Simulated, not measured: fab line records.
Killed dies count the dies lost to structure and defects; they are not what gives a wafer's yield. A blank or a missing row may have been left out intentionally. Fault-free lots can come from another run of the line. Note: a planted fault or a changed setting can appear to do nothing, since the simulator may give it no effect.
8D (eight disciplines) problem report, filled in by code / flow berkeleyCmos170 / the parts of the form that need people (team, actions taken, sign-off) are left out

== 1. THE PROBLEM ==
Mean PLDD_RS at UCB170_SDANNEAL_RS_MEAS_04: 1096.8 ohm/sq over 6 wafers in 2 lots; fault-free wafers: 1032.3 ohm/sq, standard deviation 3. Measured from the usual mean, that is +22 standard deviations.
The step: measures by four-point-probe.
First seen on wafer L880.1, day 9 20:22, on filmMetro-01. The record holds 42 wafers of 14 lots with a number at this step. Rule for "out", or "out of limits": more than 4 standard deviations from the usual mean. Any other wafer with a number is counted as sound.

== 2. WHAT IT IS AND WHAT IT IS NOT ==
question=which readings at this step | is=PLDD_RS | is not=-
question=which lots | is=L880, L881 | is not=L866, L867, L868, L870, L873, L874, L876, L877, L878, L885, L888, L889
question=which wafers of those lots | is=all that have a number | is not=-
question=read on which gauges | is=filmMetro-01, filmMetro-03 | is not=filmMetro-04
question=when | is=from day 9 20:22 | is not=up to then (27 sound wafers); but 9 sound wafers of L885, L888, L889 came after

== 3. THE SUSPECTS, EACH WITH WHAT RULES IT OUT ==
Counting: a tool at any process step up to the reading remains a suspect when it ran all the lots that are out and ran no sound lot after the first of those.
- ruled out: the gauge at UCB170_SDANNEAL_RS_MEAS_04. 2 gauges (filmMetro-01, filmMetro-03) read the wafers that are out.
- furnace-03 at UCB170_SPACER_ANNEAL_02 (time 1800 s): kept. All lots that are out passed through it, beginning with L880 at day 9 13:47, and no sound lot followed; its final sound lot before that point was L877 at day 9 01:11. Out on those wafers are its own readings of spikeTcCentreC, zonePowerLoadPct.
The count leaves furnace-03 at UCB170_SPACER_ANNEAL_02.

== 4. THE CAUSE (what the simulator had put in) ==
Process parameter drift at UCB170_SPACER_ANNEAL_02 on furnace-03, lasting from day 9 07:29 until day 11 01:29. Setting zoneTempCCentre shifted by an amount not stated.
After counting, this tool was the only one left.

== 5. THE EFFECT CHAIN, in route order ==
One row per reading whose mean, taken over the struck wafers that have a number, lies over 3 standard deviations from the usual. Only readings whose record carries a usual standard deviation are examined. hours: median over the lots of the time between each lot's start at the first step of this table that gives one and its start at this step. sigmas: the change, counted in usual standard deviations.
hours=0; step=UCB170_SPACER_ANNEAL_02; reading=spikeTcCentreC; usual=901.6 C; on struck wafers=866.0; change=-35.6; sigmas=-30
hours=0; step=UCB170_SPACER_ANNEAL_02; reading=zonePowerCentrePct; usual=44 %; on struck wafers=32; change=-12; sigmas=-4.0
hours=0; step=UCB170_SPACER_ANNEAL_02; reading=zonePowerLoadPct; usual=25.5 %; on struck wafers=27.6; change=+2.1; sigmas=+5.2
hours=0; step=UCB170_SPACER_ANNEAL_02; reading=zonePowerSourcePct; usual=25.3 %; on struck wafers=28.2; change=+2.9; sigmas=+3.6
hours=7; step=UCB170_SDANNEAL_RS_MEAS_04; reading=PLDD_RS; usual=1032.3 ohm/sq; on struck wafers=1096.8; change=+64.5; sigmas=+22
It contains these process steps:
- UCB170_SPACER_ANNEAL_02: time 1800 s.

== 6. HOW IT WOULD HAVE BEEN CAUGHT EARLIER ==
In this record the first reading out of limits at a measuring or inspecting step was taken at day 9 20:22, 13 hours after the fault began at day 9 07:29.
The tool's own readings at UCB170_SPACER_ANNEAL_02 were out on every struck wafer that the step has a row for (spikeTcCentreC, zonePowerLoadPct): an alarm limit on them would have fired on the first of those.
Lots out: 2; all had begun UCB170_SPACER_ANNEAL_02 on furnace-03 by day 9 20:22. Tool hold at that time: it would have spared none of them.
